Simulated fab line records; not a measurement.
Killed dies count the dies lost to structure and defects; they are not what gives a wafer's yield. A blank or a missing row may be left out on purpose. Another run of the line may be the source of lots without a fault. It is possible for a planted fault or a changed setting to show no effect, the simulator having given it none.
Split-lot experiment -- flow berkeley-cmos170 -- 5 lots, 27 wafers read, on a route of 331 steps

== SPLIT DETAILS ==
At UCB170_M3_METAL_ETCH_18 (etches Al in Cl2/BCl3, stops on SiO2, target depth 1170 nm, time 195 s), the setting target-depth-a was moved away from the recipe's 11700 angstrom on 12 of the 27 wafers read, by -44.5% to +41.8%. For the rest of the wafers, this setting stayed at what the recipe calls for.

== THE PATH FROM SPLIT TO READING: the file shows 1 step between them ==
- UCB170_M3_STRIP_19: strips in O2

== THE READING ==
cd-nm, in nm, at UCB170_M3_CD_MEAS_90 (target cd 700 nm). Typical for fault-free wafers on this fab line: 702 nm, with standard deviation 3.4 nm.

wafer,"tool, chamber at the split","target-depth-a as run, angstrom",against the recipe,"cd-nm, nm",against lot-mates on the recipe
L075.2,"rie-metal-03, 1",11700,recipe,700,-
L075.4,"rie-metal-03, 0",11700,recipe,702,-
L075.6,"rie-metal-03, 0",11700,recipe,703,-
L077.1,"rie-metal-02, 0",11700,recipe,702,-
L077.2,"rie-metal-02, 1",11700,recipe,707,-
L077.3,"rie-metal-02, 0",11700,recipe,702,-
L077.4,"rie-metal-02, 1",9624,-17.7%,716,+12
L077.5,"rie-metal-02, 1",9624,-17.7%,715,+11
L077.6,"rie-metal-02, 0",9624,-17.7%,708,+4
L079.1,"rie-metal-04, 1",6497,-44.5%,723,+24
L079.2,"rie-metal-04, 0",11700,recipe,699,-
L079.3,"rie-metal-04, 1",11700,recipe,699,-
L079.4,"rie-metal-04, 0",11700,recipe,699,-
L079.5,"rie-metal-04, 1",6497,-44.5%,723,+24
L079.6,"rie-metal-04, 0",6497,-44.5%,716,+17
L084.1,"rie-metal-04, 1",11700,recipe,702,-
L084.2,"rie-metal-04, 0",7178,-38.6%,715,+12
L084.3,"rie-metal-04, 0",11700,recipe,702,-
L084.4,"rie-metal-04, 1",11700,recipe,705,-
L084.5,"rie-metal-04, 0",7178,-38.6%,715,+12
L084.6,"rie-metal-04, 1",7178,-38.6%,719,+16
L085.1,"rie-metal-04, 1",16590,+41.8%,683,-18
L085.2,"rie-metal-04, 0",11700,recipe,700,-
L085.3,"rie-metal-04, 0",11700,recipe,700,-
L085.4,"rie-metal-04, 1",16590,+41.8%,682,-19
L085.5,"rie-metal-04, 1",16590,+41.8%,683,-18
L085.6,"rie-metal-04, 0",11700,recipe,703,-

FIT RESULTS
A straight line over all 27 wafers: cd-nm changes by -0.435 nm for each +1% of target-depth-a; r = -0.97; the points scatter about the line by 2.9 nm.
The same after taking each lot's own level away (the mean of its wafers on the recipe; 27 wafers): -0.435 nm for each +1%; r = -0.97; scatter 2.7 nm.
Per that fit: largest target-depth-a move, reading shift of 19 nm.
The lots' own levels span 699.0 to 703.7 nm, that is 1.4 times the standard deviation above.
The two slopes are in agreement: the lot-to-lot level therefore moves the slope only a little.
Check: for one of the wafers moved furthest among these (-44.5%), held out of the fit, the line's prediction against its lot-mates is +18.7 nm. Against them it came out at +24 nm.
Tool readings at the split's step, against how far the setting was moved: oes-product-au r = -0.98.

== THE WHOLE CHAIN: every reading that the file lists as answering this split, in the file's order ==
step,what it does,reading,change (the file's fit),r (the file's)
UCB170_M3_METAL_ETCH_18,"etches Al in Cl2/BCl3, stops on SiO2, target depth 1170 nm, time 195 s",oes-product-au,-0.00384 a.u. for each +1% of the setting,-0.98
UCB170_M3_METAL_ETCH_18,"etches Al in Cl2/BCl3, stops on SiO2, target depth 1170 nm, time 195 s","M3.feature-depth-nm (the simulator's own value, which no gauge read)","not straight: 651 at the lowest setting, 953.5 at the recipe, 983.8 at the highest",not given
UCB170_M3_METAL_ETCH_18,"etches Al in Cl2/BCl3, stops on SiO2, target depth 1170 nm, time 195 s","KrF_of_M3_COAT_10.thk-nm (the simulator's own value, which no gauge read)",-6.39 nm for each +1% of the setting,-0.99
UCB170_M3_METAL_ETCH_18,"etches Al in Cl2/BCl3, stops on SiO2, target depth 1170 nm, time 195 s","etch.depth-nm (the simulator's own value, which no gauge read)","not straight: 634.2 at the lowest setting, 899.9 at the recipe, 898.3 at the highest",not given
UCB170_M3_STRIP_19,strips in O2,oes-product-au,-0.00484 a.u. for each +1% of the setting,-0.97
UCB170_M3_CD_MEAS_90,target cd 700 nm,cd-nm,-0.435 nm for each +1% of the setting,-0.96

== THE FILE'S OWN FIT ==
cd-nm changes by -0.435 nm for each +1% of target-depth-a, r = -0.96.
